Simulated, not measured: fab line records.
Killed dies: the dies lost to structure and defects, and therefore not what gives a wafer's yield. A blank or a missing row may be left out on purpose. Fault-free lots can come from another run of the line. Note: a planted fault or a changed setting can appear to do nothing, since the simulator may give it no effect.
Which tool was responsible? | flow rit_cmos | 14 lots, 42 wafers sampled, at 6 steps of a route of 202

## WHAT THE GAUGES SHOWED, per wafer
RIT_NWELL_TW_MEAS_10.
lot  | measured    | on            | NWELL_TW
L865 | day 2 00:55 | film_metro-02 | 2147 2146 2146
L866 | day 2 09:17 | film_metro-02 | 2163 2148 2156
L867 | day 2 10:59 | film_metro-04 | 2142 2132 2147
L868 | day 2 16:10 | film_metro-04 | 2131 2132 2136
L869 | day 2 22:40 | film_metro-04 | 2144 2139 2133
L875 | day 4 01:49 | film_metro-02 | 2163 2171 2154
L876 | day 4 08:05 | film_metro-02 | 2358 2339 2344 2354 2341 2344
L877 | day 4 14:48 | film_metro-01 | 2303 2313 2316 2311 2307 2307
L879 | day 5 01:02 | film_metro-01 | 2116 2107 2118
L880 | day 5 06:10 | film_metro-04 | 2141 2137 2142
L883 | day 5 23:26 | film_metro-01 | 2117 2117 2121
L884 | day 6 03:14 | film_metro-02 | 2134 2150 2145
L887 | day 6 17:07 | film_metro-01 | 2148 2127 2132
L888 | day 6 20:51 | film_metro-04 | 2148 2140 2146

RIT_WELLDRIVE_RS_MEAS_01: a four-point-probe measurement.
lot  | measured    | on            | NWELL_RS (ohm/sq)
L865 | day 2 08:42 | film_metro-04 | 276.7 276.3 275.7
L866 | day 2 18:41 | film_metro-04 | 275.4 275.6 276.0
L867 | day 2 18:41 | film_metro-02 | 276.7 276.9 276.5
L868 | day 3 00:25 | film_metro-02 | 275.9 274.5 275.4
L869 | day 3 05:44 | film_metro-04 | 274.7 275.7 275.1
L875 | day 4 10:55 | film_metro-01 | 275.1 274.9 275.2
L876 | day 4 19:49 | film_metro-04 | 235.3 234.9 235.5 235.7 235.6 236.0
L877 | day 5 02:34 | film_metro-02 | 236.5 236.1 236.0 236.2 235.9 236.3
L879 | day 5 07:55 | film_metro-01 | 274.8 275.9 275.8
L880 | day 5 15:05 | film_metro-01 | 274.7 275.5 274.9
L883 | day 6 08:07 | film_metro-04 | 275.5 276.1 275.5
L884 | day 6 11:15 | film_metro-01 | 276.9 275.9 276.8
L887 | day 7 01:07 | film_metro-01 | 274.7 275.8 274.2
L888 | day 7 05:00 | film_metro-02 | 275.4 275.9 275.3

RIT_PRETRO_OVL_MEAS_06.
lot  | measured    | on         | PRETRO_OVL (nm)
L865 | day 2 11:29 | overlay-02 | 1.4 2.6 3.9
L866 | day 2 21:29 | overlay-01 | -1.0 1.0 -0.7
L867 | day 2 21:44 | overlay-01 | 1.1 -1.3 -2.9
L868 | day 3 03:30 | overlay-02 | 1.9 0.6 1.5
L869 | day 3 08:32 | overlay-02 | 0.3 0.1 0.8
L875 | day 4 13:50 | overlay-02 | 3.1 2.7 2.9
L879 | day 5 10:43 | overlay-01 | -2.4 -1.4 -1.2
L880 | day 5 17:53 | overlay-01 | 0.2 -0.3 -1.0
L883 | day 6 10:55 | overlay-01 | -2.5 -2.5 -0.8
L884 | day 6 14:13 | overlay-02 | -0.1 -1.6 -0.6
L887 | day 7 04:17 | overlay-02 | 0.4 1.8 1.3
L888 | day 7 07:47 | overlay-02 | 2.3 1.1 1.8

RIT_NSD_OVL_MEAS_06.
lot  | measured    | on         | NSD_OVL (nm)
L865 | day 3 09:22 | overlay-01 | -0.4 -1.2 -1.3
L866 | day 3 14:20 | overlay-01 | -2.3 -2.6 -3.2
L867 | day 3 14:38 | overlay-02 | 0.8 -1.0 1.5
L868 | day 3 22:35 | overlay-02 | 0.1 1.3 2.7
L869 | day 4 01:55 | overlay-01 | -0.4 -0.1 1.7
L875 | day 5 14:03 | overlay-02 | 2.4 1.6 1.5
L879 | day 6 10:27 | overlay-02 | 3.1 2.1 1.5
L880 | day 6 13:11 | overlay-01 | 1.3 1.1 2.4
L883 | day 7 04:12 | overlay-02 | 3.3 1.2 2.3
L884 | day 7 09:03 | overlay-01 | 0.5 -0.6 0.2
L887 | day 7 21:28 | overlay-01 | 3.0 2.5 2.8
L888 | day 8 00:23 | overlay-01 | 2.2 2.3 3.5

RIT_CONTACT_OVL_MEAS_09.
lot  | measured    | on         | CONTACT_OVL (nm)
L865 | day 3 14:08 | overlay-01 | -1.6 0.5 -1.9
L866 | day 3 19:35 | overlay-02 | -1.7 0.6 -0.1
L867 | day 3 19:42 | overlay-01 | 1.6 2.3 0.9
L868 | day 4 03:26 | overlay-02 | -0.2 0.8 1.4
L869 | day 4 06:44 | overlay-02 | -3.3 -0.9 -1.0
L875 | day 5 18:56 | overlay-02 | -1.1 -1.9 -0.9
L879 | day 6 15:20 | overlay-01 | -0.2 2.0 1.4
L880 | day 6 18:13 | overlay-02 | 0.3 1.8 0.0
L883 | day 7 09:41 | overlay-02 | 0.1 0.5 0.7
L884 | day 7 14:21 | overlay-02 | 2.6 0.4 -0.2
L887 | day 8 02:38 | overlay-02 | -1.0 0.7 -1.3
L888 | day 8 05:11 | overlay-02 | 1.4 -0.3 0.6

## TOOL THAT RAN EACH LOT (tool first, then ch and the chambers of the sampled wafers, then the start)
lot  | RIT_NWELL_IMPLANT_08
L865 | implanter-04 ch 0, day 2 00:36
L866 | implanter-04 ch 0, day 2 08:58
L867 | implanter-01 ch 0, day 2 10:40
L868 | implanter-04 ch 0, day 2 15:51
L869 | implanter-04 ch 0, day 2 22:20
L875 | implanter-01 ch 0, day 4 01:32
L876 | implanter-04 ch 0, day 4 07:46
L877 | implanter-04 ch 0, day 4 14:29
L879 | implanter-01 ch 0, day 5 00:43
L880 | implanter-02 ch 0, day 5 05:51
L883 | implanter-01 ch 0, day 5 23:08
L884 | implanter-01 ch 0, day 6 02:55
L887 | implanter-02 ch 0, day 6 16:48
L888 | implanter-01 ch 0, day 6 20:32
- RIT_NWELL_IMPLANT_08

## AS READ BY THE TOOLS THEMSELVES (means over the sampled wafers that have a number; for cases with no such wafer, the mark the record gives instead)
RIT_NWELL_IMPLANT_08.
lot  | tool         | beam_on_s (s) | dose_ions_cm2 | faraday_current_uA
L865 | implanter-04 | 10.05         | 5e+13         | 158
L866 | implanter-04 | 9.86          | 5e+13         | 161
L867 | implanter-01 | 9.96          | 5e+13         | 159
L868 | implanter-04 | 10.08         | 5e+13         | 157
L869 | implanter-04 | 10.00         | 5e+13         | 158
L875 | implanter-01 | 10.02         | 5e+13         | 159
L876 | implanter-04 | 10.19         | 7e+13         | 202
L877 | implanter-04 | 9.99          | 7e+13         | 206
L879 | implanter-01 | 10.06         | 5e+13         | 158
L880 | implanter-02 | 10.08         | 5e+13         | 157
L883 | implanter-01 | 10.02         | 5e+13         | 158
L884 | implanter-01 | 9.90          | 5e+13         | 160
L887 | implanter-02 | 10.08         | 5e+13         | 157
L888 | implanter-01 | 9.92          | 5e+13         | 160

## THE ANSWER, worked out from the rows above alone
Rule: the lots themselves supply what counts as usual. Put in order of their means at a reading, lots are off if they are a third of the lots or fewer, leave a main group of 4 or more, and stand apart from it by a gap of 3 or more times the standard deviation of the main group's means; of several such gaps the widest counts. A main group is skipped when, at the precision printed for the reading in the tables above, its means are all equal. Also off: a lot with no number at a reading for which 4 or more lots have one. Any other lot the step has rows for is counted as sound. Order of review: gauges by route order, followed by the tools' own readings, for which a lot's mean as printed above is used. At the first step where some lot is off, the reading lying furthest off is the one used; lots without a number count as furthest.
Off: L876, L877, seen at RIT_NWELL_TW_MEAS_10 (NWELL_TW). The main group has a mean of 2139 with a standard deviation of 13.
If a tool, at a process step before that reading, ran all the lots that are off and no sound lot after the first of them, it fits. The gauges at RIT_NWELL_TW_MEAS_10 aren't tried: what is off there is off at RIT_NWELL_IMPLANT_08 too, on other tools, and a gauge's error can't cause that. One fits: RIT_NWELL_IMPLANT_08 on implanter-04. Its last sound lot is L869 (day 2 22:20), its first lot that is off L876 (day 4 07:46): a fault that began between those two fits.
The tool's own readings at RIT_NWELL_IMPLANT_08 bear it out: on the lots that are off they differ by more than 5 times the standard deviation of the sound lots' means. dose_ions_cm2 reads 7e+13 there against 5e+13 on the sound lots; faraday_current_uA reads 204 there against 158 on the sound lots.

## WHAT THE SIMULATOR HAD INSERTED
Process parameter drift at RIT_NWELL_IMPLANT_08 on implanter-04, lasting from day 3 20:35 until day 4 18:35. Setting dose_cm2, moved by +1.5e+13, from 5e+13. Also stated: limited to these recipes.
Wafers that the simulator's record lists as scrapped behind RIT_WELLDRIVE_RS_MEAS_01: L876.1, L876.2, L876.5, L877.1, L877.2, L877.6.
Struck lots among those shown: L876, L877. The rule above reached the same finding.
